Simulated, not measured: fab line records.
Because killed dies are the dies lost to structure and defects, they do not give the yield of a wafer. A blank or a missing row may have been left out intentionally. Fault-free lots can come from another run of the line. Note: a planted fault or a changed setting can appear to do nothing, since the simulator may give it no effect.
The same fault as seen by 2 desks | flow rit cmos | what lay behind the numbers comes last; until then each desk has only its own

## AT THE METROLOGY DESK
What the gauges read for every lot (on any tool): the sampled wafers with a number, averaged. The brackets show how far a lot's mean lies from the usual mean; more than 4 standard deviations puts the lot out of limits, marked OUT.
Columns: A = cd nm at RIT_M1_CD_MEAS_90, usual 2599.6 nm
lot  | first seen here | A
L144 | day 3 17:41     | 2598.9
L145 | day 3 22:12     | 2598.0
L148 | day 4 14:55     | 2598.9
L152 | day 5 07:22     | 2584.8 (-5.3) OUT
L154 | day 5 18:45     | 2577.8 (-7.8) OUT
L156 | day 6 02:28     | 2597.6
L158 | day 6 11:11     | 2599.9
L159 | day 6 18:20     | 2597.3
L161 | day 6 21:47     | 2597.6
L162 | day 7 13:27     | 2598.7
L164 | day 8 10:11     | 2597.2
L166 | day 8 10:55     | 2600.8
L165 | day 8 11:14     | 2601.4
L167 | day 8 18:14     | 2599.5
This desk's verdict: out of limits on L152, L154, starting with L152 at day 5 07:22 (cd nm at RIT_M1_CD_MEAS_90). In limits: L144, L145, L148, L156, L158, L159, L161, L162, L164, L166, L165, L167.

## AT THE TOOL OWNER'S DESK: rie metal-01
The tool's own readings at RIT_M1_METAL_ETCH_12 (etches Al in Cl2/BCl3, stops on SiO2, time 165 s, target depth 600 nm): means of the sampled wafers that have a number, for each lot that ran on this tool. The brackets show how far a lot's mean lies from the usual mean; more than 4 standard deviations puts the lot out of limits, marked OUT.
Columns: A = drypump motor current A at RIT_M1_METAL_ETCH_12, usual 5.7 A; B = oes product au at RIT_M1_METAL_ETCH_12, usual 0.775 a.u.; C = rf fwd power W at RIT_M1_METAL_ETCH_12, usual 248.9 W; D = throttle valve pct at RIT_M1_METAL_ETCH_12, usual 8.40 %
lot  | first seen here | A   | B     | C               | D
L152 | day 5 06:50     | 5.8 | 0.769 | 315.5 (+79) OUT | 8.37
L154 | day 5 18:15     | 6.0 | 0.771 | 282.5 (+40) OUT | 8.46
L166 | day 8 10:22     | 6.0 | 0.772 | 249.3           | 8.47
This desk's verdict: out of limits on L152, L154, starting with L152 at day 5 06:50 (rf fwd power W at RIT_M1_METAL_ETCH_12). In limits: L166.

## BROUGHT TOGETHER
At day 5 06:50, on L152, L154, the tool owner's desk was in a position to raise an alarm.
Metrology desk: alarm possible at day 5 07:22 on L152, L154.
Every lot named ran RIT_M1_METAL_ETCH_12 on rie metal-01.

## WHAT THE SIMULATOR HAD PUT IN
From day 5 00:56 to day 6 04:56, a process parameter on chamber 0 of rie metal-01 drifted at RIT_M1_METAL_ETCH_12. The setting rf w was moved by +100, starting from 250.
Lots struck among those shown: L152, L154.
Delay (hours) between the fault's onset and each desk's first out-of-limits reading: 6 at the tool owner's desk, 6 at the metrology desk.
